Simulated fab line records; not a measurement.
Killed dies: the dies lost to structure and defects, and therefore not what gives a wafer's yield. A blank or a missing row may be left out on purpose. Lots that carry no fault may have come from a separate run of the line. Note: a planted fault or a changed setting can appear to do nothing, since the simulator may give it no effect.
fab line records || flow rit-cmos || part 2 of 2: steps 35 to 46 of 46
record {"lots": 5, "wafers": 15, "last-day": 5}
route steps=202 shown PLDD@114 SPACER@125 NSD@131 PSD@142 SDANNEAL@153
lots untouched by any fault: they come from a run of this same line in which no faults occurred
start-h: the number of hours between the record's first day and the start of the first shown wafer of the lot || wait-h: how many hours have passed since the lot's step before this one || " the same as in the row above || L1.1+2: one row covering several wafers at once || - either no value or no given start || * or withheld: withheld || < > ~ a bound
route shown NAME@n: names a module that has steps shown in the file, with the first one's number in the route || usual: mean and standard deviation over wafers with no fault || same: alike in all rows || chamber/n: place in a boat || sites: per-site readings || _std_site: how widely they spread, as a standard deviation || _edge_site: inner sites' mean taken away from outer sites' mean || radius-mm: for every site, how far away it sits from the centre of the wafer || mask NAME#n: copy n || behind: the tool/chamber that last shaped the wafer || hold: why the lot went on hold/how many hours it stayed there/how the hold came to an end || device: names the non-switching transistor (n, p or np) || end of line: tests run on the same wafers once the route is complete || a step with no rows: only its recipe || killed: not the wafer's yield, but the dies lost to structure and defects at the first sort || map: per-die view of a wafer (x killed, . not killed, _ where there is no die)
set.NAME: setting as actually run; set.NAME@STEP: the setting as run at that earlier step || model.NAME: the simulator's own value behind a step, which no gauge read
lots at some steps of the route; a table a step, a row a wafer
services: a tool's chamber out of use, with start hour (start-h, from the record's first day; less than 0 if before it), hours out, and reason
## steps
# step RIT_PSD_OVL_MEAS_06
# usual {"PSD_OVL": "-0.2/1.2"}
{"lot.wafer": "L074.1", "tool": "overlay-02", "chamber": "-", "start-h": 50.18, "wait-h": "-", "PSD_OVL[nm]": -0.6}
{"lot.wafer": "L074.2", "tool": "overlay-02", "chamber": "-", "start-h": 50.18, "wait-h": "-", "PSD_OVL[nm]": 1.4}
{"lot.wafer": "L074.3", "tool": "overlay-02", "chamber": "-", "start-h": 50.18, "wait-h": "-", "PSD_OVL[nm]": 0.0}
{"lot.wafer": "L077.2", "tool": "overlay-02", "chamber": "-", "start-h": 67.03, "wait-h": "-", "PSD_OVL[nm]": -0.6}
{"lot.wafer": "L077.3", "tool": "overlay-02", "chamber": "-", "start-h": 67.03, "wait-h": "-", "PSD_OVL[nm]": -1.1}
{"lot.wafer": "L077.6", "tool": "overlay-02", "chamber": "-", "start-h": 67.03, "wait-h": "-", "PSD_OVL[nm]": -1.2}
{"lot.wafer": "L084.1", "tool": "overlay-02", "chamber": "-", "start-h": 99.55, "wait-h": "-", "PSD_OVL[nm]": -0.8}
{"lot.wafer": "L084.3", "tool": "overlay-02", "chamber": "-", "start-h": 99.55, "wait-h": "-", "PSD_OVL[nm]": 0.1}
{"lot.wafer": "L084.4", "tool": "overlay-02", "chamber": "-", "start-h": 99.55, "wait-h": "-", "PSD_OVL[nm]": 1.0}
{"lot.wafer": "L087.1", "tool": "overlay-01", "chamber": "-", "start-h": 116.42, "wait-h": "-", "PSD_OVL[nm]": -0.1}
{"lot.wafer": "L087.5", "tool": "overlay-01", "chamber": "-", "start-h": 116.42, "wait-h": "-", "PSD_OVL[nm]": -1.9}
{"lot.wafer": "L087.6", "tool": "overlay-01", "chamber": "-", "start-h": 116.42, "wait-h": "-", "PSD_OVL[nm]": -0.2}
{"lot.wafer": "L088.2", "tool": "overlay-02", "chamber": "-", "start-h": 121.56, "wait-h": "-", "PSD_OVL[nm]": -1.4}
{"lot.wafer": "L088.3", "tool": "overlay-02", "chamber": "-", "start-h": 121.56, "wait-h": "-", "PSD_OVL[nm]": -0.4}
{"lot.wafer": "L088.4", "tool": "overlay-02", "chamber": "-", "start-h": 121.56, "wait-h": "-", "PSD_OVL[nm]": 0.9}
# step RIT_PSD_HARDBAKE_07
# recipe {"resist": "NOVOLAK", "temp-c": 140, "time-s": 60}
{"lot.wafer": "L074.1+2+3", "tool": "litho-track-02", "chamber": 0, "start-h": 50.21, "wait-h": 0.0}
{"lot.wafer": "L077.2+3+6", "tool": "litho-track-01", "chamber": 0, "start-h": 67.09, "wait-h": 0.0}
{"lot.wafer": "L084.1+3+4", "tool": "litho-track-04", "chamber": 0, "start-h": 99.59, "wait-h": 0.0}
{"lot.wafer": "L087.1+5+6", "tool": "litho-track-04", "chamber": 0, "start-h": 116.45, "wait-h": 0.0}
{"lot.wafer": "L088.2+3+4", "tool": "litho-track-01", "chamber": 0, "start-h": 121.62, "wait-h": 0.0}
# step RIT_PSD_IMPLANT_08
# recipe {"species": "BF2", "energy-kev": 27, "dose-cm2": 5e+15, "tilt-deg": 7}
{"lot.wafer": "L074.1+2+3", "tool": "implanter-04", "chamber": 0, "start-h": 50.36, "wait-h": 0.1}
{"lot.wafer": "L077.2+3+6", "tool": "implanter-04", "chamber": 0, "start-h": 67.24, "wait-h": 0.1}
{"lot.wafer": "L084.1+3+4", "tool": "implanter-01", "chamber": 0, "start-h": 99.74, "wait-h": 0.1}
{"lot.wafer": "L087.1+5+6", "tool": "implanter-04", "chamber": 0, "start-h": 116.60, "wait-h": 0.1}
{"lot.wafer": "L088.2+3+4", "tool": "implanter-01", "chamber": 0, "start-h": 121.77, "wait-h": 0.1}
# step RIT_PSD_STRIP_09
# recipe {"chemistry": "O2", "time-s": 180, "resist": "NOVOLAK", "platen-temp-c": "withheld", "power-w": 500, "pressure-mtorr": 4000, "o2-flow-sccm": 4000}
# usual {"drypump-motor-current-A": "5.6/0.61", "o2-flow-sccm": "4002/12"}
{"lot.wafer": "L074.1", "tool": "plasma-asher-04", "chamber": 1, "start-h": 50.51, "wait-h": 0.1, "drypump-motor-current-A": 4.9, "o2-flow-sccm": 4012, "rf-hours-counter-h": 41}
{"lot.wafer": "L074.2", "tool": "plasma-asher-04", "chamber": 0, "start-h": 50.51, "wait-h": 0.1, "drypump-motor-current-A": 5.4, "o2-flow-sccm": 4009, "rf-hours-counter-h": 41}
{"lot.wafer": "L074.3", "tool": "plasma-asher-04", "chamber": 1, "start-h": 50.51, "wait-h": 0.1, "drypump-motor-current-A": 4.9, "o2-flow-sccm": 4002, "rf-hours-counter-h": "-"}
{"lot.wafer": "L077.2", "tool": "plasma-asher-04", "chamber": 1, "start-h": 67.36, "wait-h": 0.1, "drypump-motor-current-A": 4.9, "o2-flow-sccm": 3984, "rf-hours-counter-h": 43}
{"lot.wafer": "L077.3", "tool": "plasma-asher-04", "chamber": 1, "start-h": 67.36, "wait-h": 0.1, "drypump-motor-current-A": 4.9, "o2-flow-sccm": 4003, "rf-hours-counter-h": "-"}
{"lot.wafer": "L077.6", "tool": "plasma-asher-04", "chamber": 1, "start-h": 67.36, "wait-h": 0.1, "drypump-motor-current-A": 4.9, "o2-flow-sccm": 3986, "rf-hours-counter-h": "-"}
{"lot.wafer": "L084.1", "tool": "plasma-asher-04", "chamber": 1, "start-h": 99.89, "wait-h": 0.1, "drypump-motor-current-A": 4.9, "o2-flow-sccm": 3998, "rf-hours-counter-h": 46}
{"lot.wafer": "L084.3", "tool": "plasma-asher-04", "chamber": 0, "start-h": 99.89, "wait-h": 0.1, "drypump-motor-current-A": 5.4, "o2-flow-sccm": 3982, "rf-hours-counter-h": "-"}
{"lot.wafer": "L084.4", "tool": "plasma-asher-04", "chamber": 1, "start-h": 99.89, "wait-h": 0.1, "drypump-motor-current-A": 4.9, "o2-flow-sccm": 4004, "rf-hours-counter-h": "-"}
{"lot.wafer": "L087.1", "tool": "plasma-asher-01", "chamber": 0, "start-h": 116.75, "wait-h": 0.1, "drypump-motor-current-A": 5.2, "o2-flow-sccm": 4014, "rf-hours-counter-h": 34}
{"lot.wafer": "L087.5", "tool": "plasma-asher-01", "chamber": 1, "start-h": 116.75, "wait-h": 0.1, "drypump-motor-current-A": 5.7, "o2-flow-sccm": 3998, "rf-hours-counter-h": "-"}
{"lot.wafer": "L087.6", "tool": "plasma-asher-01", "chamber": 0, "start-h": 116.75, "wait-h": 0.1, "drypump-motor-current-A": 5.2, "o2-flow-sccm": 4017, "rf-hours-counter-h": "-"}
{"lot.wafer": "L088.2", "tool": "plasma-asher-03", "chamber": 1, "start-h": 121.89, "wait-h": 0.1, "drypump-motor-current-A": 6.7, "o2-flow-sccm": 4007, "rf-hours-counter-h": 45}
{"lot.wafer": "L088.3", "tool": "plasma-asher-03", "chamber": 0, "start-h": 121.89, "wait-h": 0.1, "drypump-motor-current-A": 6.4, "o2-flow-sccm": 4017, "rf-hours-counter-h": "-"}
{"lot.wafer": "L088.4", "tool": "plasma-asher-03", "chamber": 1, "start-h": 121.89, "wait-h": 0.1, "drypump-motor-current-A": 6.7, "o2-flow-sccm": 3993, "rf-hours-counter-h": "-"}
# step RIT_PSD_TW_MEAS_10
# usual {"PSD_TW": "3380/20"}
{"lot.wafer": "L074.1", "tool": "film-metro-04", "chamber": "-", "start-h": 50.69, "wait-h": 0.1, "PSD_TW": 3379}
{"lot.wafer": "L074.2", "tool": "film-metro-04", "chamber": "-", "start-h": 50.69, "wait-h": 0.1, "PSD_TW": 3385}
{"lot.wafer": "L074.3", "tool": "film-metro-04", "chamber": "-", "start-h": 50.69, "wait-h": 0.1, "PSD_TW": 3387}
{"lot.wafer": "L077.2", "tool": "film-metro-04", "chamber": "-", "start-h": 67.55, "wait-h": 0.1, "PSD_TW": 3376}
{"lot.wafer": "L077.3", "tool": "film-metro-04", "chamber": "-", "start-h": 67.55, "wait-h": 0.1, "PSD_TW": 3369}
{"lot.wafer": "L077.6", "tool": "film-metro-04", "chamber": "-", "start-h": 67.55, "wait-h": 0.1, "PSD_TW": 3380}
{"lot.wafer": "L084.1", "tool": "film-metro-02", "chamber": "-", "start-h": 100.06, "wait-h": 0.1, "PSD_TW": 3387}
{"lot.wafer": "L084.3", "tool": "film-metro-02", "chamber": "-", "start-h": 100.06, "wait-h": 0.1, "PSD_TW": 3379}
{"lot.wafer": "L084.4", "tool": "film-metro-02", "chamber": "-", "start-h": 100.06, "wait-h": 0.1, "PSD_TW": 3387}
{"lot.wafer": "L087.1", "tool": "film-metro-02", "chamber": "-", "start-h": 116.93, "wait-h": 0.1, "PSD_TW": 3373}
{"lot.wafer": "L087.5", "tool": "film-metro-02", "chamber": "-", "start-h": 116.93, "wait-h": 0.1, "PSD_TW": 3379}
{"lot.wafer": "L087.6", "tool": "film-metro-02", "chamber": "-", "start-h": 116.93, "wait-h": 0.1, "PSD_TW": 3392}
{"lot.wafer": "L088.2", "tool": "film-metro-03", "chamber": "-", "start-h": 122.08, "wait-h": 0.1, "PSD_TW": 3354}
{"lot.wafer": "L088.3", "tool": "film-metro-03", "chamber": "-", "start-h": 122.08, "wait-h": 0.1, "PSD_TW": 3367}
{"lot.wafer": "L088.4", "tool": "film-metro-03", "chamber": "-", "start-h": 122.08, "wait-h": 0.1, "PSD_TW": 3378}
# step RIT_SDANNEAL_CLEAN_00
# recipe {"chemistry": "SC1", "mix": "3:3:50", "time-s": 600, "temp-c": 75}
# usual {"temp-c": "75.01/0.12"}
{"lot.wafer": "L074.1", "tool": "wet-bench-03", "chamber": 3, "start-h": 50.75, "wait-h": 0.1, "temp-c": 75.00}
{"lot.wafer": "L074.2", "tool": "wet-bench-03", "chamber": 3, "start-h": 50.75, "wait-h": 0.1, "temp-c": 74.77}
{"lot.wafer": "L074.3", "tool": "wet-bench-03", "chamber": 3, "start-h": 50.75, "wait-h": 0.1, "temp-c": 74.95}
{"lot.wafer": "L077.2", "tool": "wet-bench-02", "chamber": 0, "start-h": 67.60, "wait-h": 0.0, "temp-c": 75.03}
{"lot.wafer": "L077.3", "tool": "wet-bench-02", "chamber": 0, "start-h": 67.60, "wait-h": 0.0, "temp-c": 74.97}
{"lot.wafer": "L077.6", "tool": "wet-bench-02", "chamber": 0, "start-h": 67.60, "wait-h": 0.0, "temp-c": 74.92}
{"lot.wafer": "L084.1", "tool": "wet-bench-03", "chamber": 2, "start-h": 100.12, "wait-h": 0.1, "temp-c": 74.93}
{"lot.wafer": "L084.3", "tool": "wet-bench-03", "chamber": 2, "start-h": 100.12, "wait-h": 0.1, "temp-c": 74.92}
{"lot.wafer": "L084.4", "tool": "wet-bench-03", "chamber": 2, "start-h": 100.12, "wait-h": 0.1, "temp-c": 75.02}
{"lot.wafer": "L087.1", "tool": "wet-bench-01", "chamber": 3, "start-h": 116.99, "wait-h": 0.1, "temp-c": 75.31}
{"lot.wafer": "L087.5", "tool": "wet-bench-01", "chamber": 3, "start-h": 116.99, "wait-h": 0.1, "temp-c": 75.12}
{"lot.wafer": "L087.6", "tool": "wet-bench-01", "chamber": 3, "start-h": 116.99, "wait-h": 0.1, "temp-c": 75.09}
{"lot.wafer": "L088.2", "tool": "wet-bench-03", "chamber": 2, "start-h": 122.13, "wait-h": 0.0, "temp-c": 75.11}
{"lot.wafer": "L088.3", "tool": "wet-bench-03", "chamber": 2, "start-h": 122.13, "wait-h": 0.0, "temp-c": 75.13}
{"lot.wafer": "L088.4", "tool": "wet-bench-03", "chamber": 2, "start-h": 122.13, "wait-h": 0.0, "temp-c": 74.90}
# step RIT_SDANNEAL_CLEAN_01
# recipe {"chemistry": "dHF", "dilution": "50:1", "time-s": 30}
{"lot.wafer": "L074.1+2+3", "tool": "wet-bench-01", "chamber": 0, "start-h": 50.92, "wait-h": 0.0}
{"lot.wafer": "L077.2+3+6", "tool": "wet-bench-03", "chamber": 1, "start-h": 67.77, "wait-h": 0.0}
{"lot.wafer": "L084.1+3+4", "tool": "wet-bench-02", "chamber": 3, "start-h": 100.33, "wait-h": 0.0}
{"lot.wafer": "L087.1+5+6", "tool": "wet-bench-03", "chamber": 1, "start-h": 117.16, "wait-h": 0.0}
{"lot.wafer": "L088.2+3+4", "tool": "wet-bench-01", "chamber": 1, "start-h": 122.30, "wait-h": 0.0}
# step RIT_SDANNEAL_CLEAN_02
# recipe {"chemistry": "SC2", "mix": "3:3:50", "time-s": 600, "temp-c": 75, "dry": "n2-spin"}
# usual {"temp-c": "75.01/0.13"}
{"lot.wafer": "L074.1", "tool": "wet-bench-02", "chamber": 0, "start-h": 50.94, "wait-h": 0.0, "temp-c": 74.91}
{"lot.wafer": "L074.2", "tool": "wet-bench-02", "chamber": 0, "start-h": 50.94, "wait-h": 0.0, "temp-c": 75.06}
{"lot.wafer": "L074.3", "tool": "wet-bench-02", "chamber": 0, "start-h": 50.94, "wait-h": 0.0, "temp-c": 74.82}
{"lot.wafer": "L077.2", "tool": "wet-bench-01", "chamber": 2, "start-h": 67.79, "wait-h": 0.0, "temp-c": 75.21}
{"lot.wafer": "L077.3", "tool": "wet-bench-01", "chamber": 2, "start-h": 67.79, "wait-h": 0.0, "temp-c": 75.08}
{"lot.wafer": "L077.6", "tool": "wet-bench-01", "chamber": 2, "start-h": 67.79, "wait-h": 0.0, "temp-c": 75.06}
{"lot.wafer": "L084.1", "tool": "wet-bench-01", "chamber": 2, "start-h": 100.35, "wait-h": 0.0, "temp-c": 75.01}
{"lot.wafer": "L084.3", "tool": "wet-bench-01", "chamber": 2, "start-h": 100.35, "wait-h": 0.0, "temp-c": 75.08}
{"lot.wafer": "L084.4", "tool": "wet-bench-01", "chamber": 2, "start-h": 100.35, "wait-h": 0.0, "temp-c": 75.06}
{"lot.wafer": "L087.1", "tool": "wet-bench-02", "chamber": 2, "start-h": 117.18, "wait-h": 0.0, "temp-c": 74.86}
{"lot.wafer": "L087.5", "tool": "wet-bench-02", "chamber": 2, "start-h": 117.18, "wait-h": 0.0, "temp-c": 74.95}
{"lot.wafer": "L087.6", "tool": "wet-bench-02", "chamber": 2, "start-h": 117.18, "wait-h": 0.0, "temp-c": 75.00}
{"lot.wafer": "L088.2", "tool": "wet-bench-02", "chamber": 0, "start-h": 122.32, "wait-h": 0.0, "temp-c": 75.11}
{"lot.wafer": "L088.3", "tool": "wet-bench-02", "chamber": 0, "start-h": 122.32, "wait-h": 0.0, "temp-c": 75.25}
{"lot.wafer": "L088.4", "tool": "wet-bench-02", "chamber": 0, "start-h": 122.32, "wait-h": 0.0, "temp-c": 75.01}
# step RIT_SDANNEAL_RTA_03
# recipe {"temp-c": 1050, "time-s": 5, "idle-temp-c": 600, "ramp-up-c-per-s": 342, "ramp-down-c-per-s": 171, "cool-to-c": 600, "ambient": "N2"}
# usual {"wafer_temp_C_max": "1053.5/1.2"}
{"lot.wafer": "L074.1", "tool": "rtp-anneal-01", "chamber": 0, "start-h": 51.11, "wait-h": 0.0, "wafer_temp_C_max": 1054.9}
{"lot.wafer": "L074.2", "tool": "rtp-anneal-01", "chamber": 0, "start-h": 51.11, "wait-h": 0.0, "wafer_temp_C_max": 1054.6}
{"lot.wafer": "L074.3", "tool": "rtp-anneal-01", "chamber": 0, "start-h": 51.11, "wait-h": 0.0, "wafer_temp_C_max": 1054.2}
{"lot.wafer": "L077.2", "tool": "rtp-anneal-02", "chamber": 0, "start-h": 67.99, "wait-h": 0.0, "wafer_temp_C_max": 1052.2}
{"lot.wafer": "L077.3", "tool": "rtp-anneal-02", "chamber": 0, "start-h": 67.99, "wait-h": 0.0, "wafer_temp_C_max": 1054.6}
{"lot.wafer": "L077.6", "tool": "rtp-anneal-02", "chamber": 0, "start-h": 67.99, "wait-h": 0.0, "wafer_temp_C_max": 1053.3}
{"lot.wafer": "L084.1", "tool": "rtp-anneal-01", "chamber": 0, "start-h": 100.52, "wait-h": 0.0, "wafer_temp_C_max": 1054.4}
{"lot.wafer": "L084.3", "tool": "rtp-anneal-01", "chamber": 0, "start-h": 100.52, "wait-h": 0.0, "wafer_temp_C_max": 1053.7}
{"lot.wafer": "L084.4", "tool": "rtp-anneal-01", "chamber": 0, "start-h": 100.52, "wait-h": 0.0, "wafer_temp_C_max": 1053.9}
{"lot.wafer": "L087.1", "tool": "rtp-anneal-02", "chamber": 0, "start-h": 117.35, "wait-h": 0.0, "wafer_temp_C_max": 1051.8}
{"lot.wafer": "L087.5", "tool": "rtp-anneal-02", "chamber": 0, "start-h": 117.35, "wait-h": 0.0, "wafer_temp_C_max": 1055.7}
{"lot.wafer": "L087.6", "tool": "rtp-anneal-02", "chamber": 0, "start-h": 117.35, "wait-h": 0.0, "wafer_temp_C_max": 1055.4}
{"lot.wafer": "L088.2", "tool": "rtp-anneal-01", "chamber": 0, "start-h": 122.50, "wait-h": 0.0, "wafer_temp_C_max": 1053.2}
{"lot.wafer": "L088.3", "tool": "rtp-anneal-01", "chamber": 0, "start-h": 122.50, "wait-h": 0.0, "wafer_temp_C_max": 1053.2}
{"lot.wafer": "L088.4", "tool": "rtp-anneal-01", "chamber": 0, "start-h": 122.50, "wait-h": 0.0, "wafer_temp_C_max": 1053.6}
# step RIT_SDANNEAL_RS_MEAS_04
# recipe {"thk-meas-gauge": "four-point-probe"}
# usual {"PSD_RS": "115.9/0.3"}
{"lot.wafer": "L074.1", "tool": "film-metro-03", "chamber": "-", "start-h": 51.17, "wait-h": 0.0, "PSD_RS[ohm/sq]": 115.4}
{"lot.wafer": "L074.2", "tool": "film-metro-03", "chamber": "-", "start-h": 51.17, "wait-h": 0.0, "PSD_RS[ohm/sq]": 115.4}
{"lot.wafer": "L074.3", "tool": "film-metro-03", "chamber": "-", "start-h": 51.17, "wait-h": 0.0, "PSD_RS[ohm/sq]": 115.6}
{"lot.wafer": "L077.2", "tool": "film-metro-04", "chamber": "-", "start-h": 68.06, "wait-h": 0.1, "PSD_RS[ohm/sq]": 116.5}
{"lot.wafer": "L077.3", "tool": "film-metro-04", "chamber": "-", "start-h": 68.06, "wait-h": 0.1, "PSD_RS[ohm/sq]": 116.5}
{"lot.wafer": "L077.6", "tool": "film-metro-04", "chamber": "-", "start-h": 68.06, "wait-h": 0.1, "PSD_RS[ohm/sq]": 116.7}
{"lot.wafer": "L084.1", "tool": "film-metro-02", "chamber": "-", "start-h": 100.58, "wait-h": 0.0, "PSD_RS[ohm/sq]": 115.7}
{"lot.wafer": "L084.3", "tool": "film-metro-02", "chamber": "-", "start-h": 100.58, "wait-h": 0.0, "PSD_RS[ohm/sq]": 115.9}
{"lot.wafer": "L084.4", "tool": "film-metro-02", "chamber": "-", "start-h": 100.58, "wait-h": 0.0, "PSD_RS[ohm/sq]": 115.9}
{"lot.wafer": "L087.1", "tool": "film-metro-02", "chamber": "-", "start-h": 117.41, "wait-h": 0.0, "PSD_RS[ohm/sq]": 115.6}
{"lot.wafer": "L087.5", "tool": "film-metro-02", "chamber": "-", "start-h": 117.41, "wait-h": 0.0, "PSD_RS[ohm/sq]": 115.9}
{"lot.wafer": "L087.6", "tool": "film-metro-02", "chamber": "-", "start-h": 117.41, "wait-h": 0.0, "PSD_RS[ohm/sq]": 115.8}
{"lot.wafer": "L088.2", "tool": "film-metro-03", "chamber": "-", "start-h": 122.57, "wait-h": 0.1, "PSD_RS[ohm/sq]": 116.6}
{"lot.wafer": "L088.3", "tool": "film-metro-03", "chamber": "-", "start-h": 122.57, "wait-h": 0.1, "PSD_RS[ohm/sq]": 116.3}
{"lot.wafer": "L088.4", "tool": "film-metro-03", "chamber": "-", "start-h": 122.57, "wait-h": 0.1, "PSD_RS[ohm/sq]": 116.6}
# step RIT_SDANNEAL_RS_MEAS_05
# recipe {"thk-meas-gauge": "four-point-probe"}
# usual {"NSD_RS": "84.53/0.3"}
{"lot.wafer": "L074.1", "tool": "film-metro-03", "chamber": "-", "start-h": 51.29, "wait-h": 0.1, "NSD_RS[ohm/sq]": 84.83}
{"lot.wafer": "L074.2", "tool": "film-metro-03", "chamber": "-", "start-h": 51.29, "wait-h": 0.1, "NSD_RS[ohm/sq]": 84.83}
{"lot.wafer": "L074.3", "tool": "film-metro-03", "chamber": "-", "start-h": 51.29, "wait-h": 0.1, "NSD_RS[ohm/sq]": 84.58}
{"lot.wafer": "L077.2", "tool": "film-metro-04", "chamber": "-", "start-h": 68.18, "wait-h": 0.1, "NSD_RS[ohm/sq]": 84.76}
{"lot.wafer": "L077.3", "tool": "film-metro-04", "chamber": "-", "start-h": 68.18, "wait-h": 0.1, "NSD_RS[ohm/sq]": 84.51}
{"lot.wafer": "L077.6", "tool": "film-metro-04", "chamber": "-", "start-h": 68.18, "wait-h": 0.1, "NSD_RS[ohm/sq]": 84.84}
{"lot.wafer": "L084.1", "tool": "film-metro-02", "chamber": "-", "start-h": 100.70, "wait-h": 0.1, "NSD_RS[ohm/sq]": 84.20}
{"lot.wafer": "L084.3", "tool": "film-metro-02", "chamber": "-", "start-h": 100.70, "wait-h": 0.1, "NSD_RS[ohm/sq]": 84.05}
{"lot.wafer": "L084.4", "tool": "film-metro-02", "chamber": "-", "start-h": 100.70, "wait-h": 0.1, "NSD_RS[ohm/sq]": 84.05}
{"lot.wafer": "L087.1", "tool": "film-metro-02", "chamber": "-", "start-h": 117.53, "wait-h": 0.1, "NSD_RS[ohm/sq]": 84.24}
{"lot.wafer": "L087.5", "tool": "film-metro-02", "chamber": "-", "start-h": 117.53, "wait-h": 0.1, "NSD_RS[ohm/sq]": 83.77}
{"lot.wafer": "L087.6", "tool": "film-metro-02", "chamber": "-", "start-h": 117.53, "wait-h": 0.1, "NSD_RS[ohm/sq]": 83.97}
{"lot.wafer": "L088.2", "tool": "film-metro-03", "chamber": "-", "start-h": 122.69, "wait-h": 0.1, "NSD_RS[ohm/sq]": 84.36}
{"lot.wafer": "L088.3", "tool": "film-metro-03", "chamber": "-", "start-h": 122.69, "wait-h": 0.1, "NSD_RS[ohm/sq]": 84.29}
{"lot.wafer": "L088.4", "tool": "film-metro-03", "chamber": "-", "start-h": 122.69, "wait-h": 0.1, "NSD_RS[ohm/sq]": 84.60}
# step RIT_SDANNEAL_RS_MEAS_06
# recipe {"thk-meas-gauge": "four-point-probe"}
# usual {"PLDD_RS": "178.5/0.6"}
{"lot.wafer": "L074.1", "tool": "film-metro-03", "chamber": "-", "start-h": 51.41, "wait-h": 0.1, "PLDD_RS[ohm/sq]": 178.4}
{"lot.wafer": "L074.2", "tool": "film-metro-03", "chamber": "-", "start-h": 51.41, "wait-h": 0.1, "PLDD_RS[ohm/sq]": 178.6}
{"lot.wafer": "L074.3", "tool": "film-metro-03", "chamber": "-", "start-h": 51.41, "wait-h": 0.1, "PLDD_RS[ohm/sq]": 178.3}
{"lot.wafer": "L077.2", "tool": "film-metro-04", "chamber": "-", "start-h": 68.30, "wait-h": 0.1, "PLDD_RS[ohm/sq]": 180.0}
{"lot.wafer": "L077.3", "tool": "film-metro-04", "chamber": "-", "start-h": 68.30, "wait-h": 0.1, "PLDD_RS[ohm/sq]": 179.5}
{"lot.wafer": "L077.6", "tool": "film-metro-04", "chamber": "-", "start-h": 68.30, "wait-h": 0.1, "PLDD_RS[ohm/sq]": 179.5}
{"lot.wafer": "L084.1", "tool": "film-metro-02", "chamber": "-", "start-h": 100.82, "wait-h": 0.1, "PLDD_RS[ohm/sq]": 178.4}
{"lot.wafer": "L084.3", "tool": "film-metro-02", "chamber": "-", "start-h": 100.82, "wait-h": 0.1, "PLDD_RS[ohm/sq]": 177.6}
{"lot.wafer": "L084.4", "tool": "film-metro-02", "chamber": "-", "start-h": 100.82, "wait-h": 0.1, "PLDD_RS[ohm/sq]": 178.2}
{"lot.wafer": "L087.1", "tool": "film-metro-02", "chamber": "-", "start-h": 117.65, "wait-h": 0.1, "PLDD_RS[ohm/sq]": 178.2}
{"lot.wafer": "L087.5", "tool": "film-metro-02", "chamber": "-", "start-h": 117.65, "wait-h": 0.1, "PLDD_RS[ohm/sq]": 178.5}
{"lot.wafer": "L087.6", "tool": "film-metro-02", "chamber": "-", "start-h": 117.65, "wait-h": 0.1, "PLDD_RS[ohm/sq]": 177.8}
{"lot.wafer": "L088.2", "tool": "film-metro-03", "chamber": "-", "start-h": 122.81, "wait-h": 0.1, "PLDD_RS[ohm/sq]": 179.1}
{"lot.wafer": "L088.3", "tool": "film-metro-03", "chamber": "-", "start-h": 122.81, "wait-h": 0.1, "PLDD_RS[ohm/sq]": 179.4}
{"lot.wafer": "L088.4", "tool": "film-metro-03", "chamber": "-", "start-h": 122.81, "wait-h": 0.1, "PLDD_RS[ohm/sq]": 179.9}
## services
{"tool": "iline-stepper-02", "chamber": "-", "start-h": 20.55, "hours": 17.0, "kind": "repair"}
{"tool": "implanter-02", "chamber": "-", "start-h": 20.91, "hours": 3.0, "kind": "repair"}
{"tool": "implanter-03", "chamber": "-", "start-h": 23.39, "hours": 1.4, "kind": "repair"}
{"tool": "plasma-asher-02", "chamber": "-", "start-h": 27.74, "hours": 2.8, "kind": "pm"}
{"tool": "plasma-asher-04", "chamber": "-", "start-h": 31.89, "hours": 3.0, "kind": "repair"}
{"tool": "wet-bench-02", "chamber": "-", "start-h": 38.63, "hours": 5.0, "kind": "repair"}
{"tool": "rie-diel-02", "chamber": 1, "start-h": 39.79, "hours": 25.5, "kind": "repair"}
{"tool": "iline-stepper-02", "chamber": "-", "start-h": 56.60, "hours": 4.4, "kind": "pm"}
{"tool": "implanter-02", "chamber": "-", "start-h": 57.12, "hours": 3.5, "kind": "repair"}
{"tool": "plasma-asher-04", "chamber": "-", "start-h": 68.29, "hours": 2.8, "kind": "pm"}
{"tool": "iline-stepper-01", "chamber": "-", "start-h": 77.74, "hours": 21.2, "kind": "repair"}
{"tool": "wet-bench-04", "chamber": "-", "start-h": 78.48, "hours": 3.8, "kind": "repair"}
{"tool": "implanter-02", "chamber": "-", "start-h": 80.04, "hours": 1.5, "kind": "repair"}
{"tool": "implanter-04", "chamber": "-", "start-h": 85.60, "hours": 4.5, "kind": "pm"}
{"tool": "plasma-asher-02", "chamber": "-", "start-h": 91.14, "hours": 0.5, "kind": "repair"}
{"tool": "plasma-asher-03", "chamber": "-", "start-h": 93.48, "hours": 28.1, "kind": "pm"}
{"tool": "plasma-asher-02", "chamber": "-", "start-h": 104.86, "hours": 3.3, "kind": "repair"}
{"tool": "plasma-asher-02", "chamber": "-", "start-h": 105.39, "hours": 0.4, "kind": "repair"}
{"tool": "plasma-asher-02", "chamber": "-", "start-h": 108.81, "hours": 9.0, "kind": "pm"}
{"tool": "rie-diel-03", "chamber": 0, "start-h": 111.88, "hours": 6.7, "kind": "repair"}
{"tool": "iline-stepper-01", "chamber": "-", "start-h": 113.09, "hours": 2.1, "kind": "pm"}
{"tool": "iline-stepper-01", "chamber": "-", "start-h": 115.17, "hours": "-", "kind": "consumable-replace:lamp"}
{"tool": "rie-diel-04", "chamber": 1, "start-h": 117.84, "hours": 48.6, "kind": "repair"}
{"tool": "rie-diel-04", "chamber": 2, "start-h": 117.98, "hours": 7.4, "kind": "repair"}
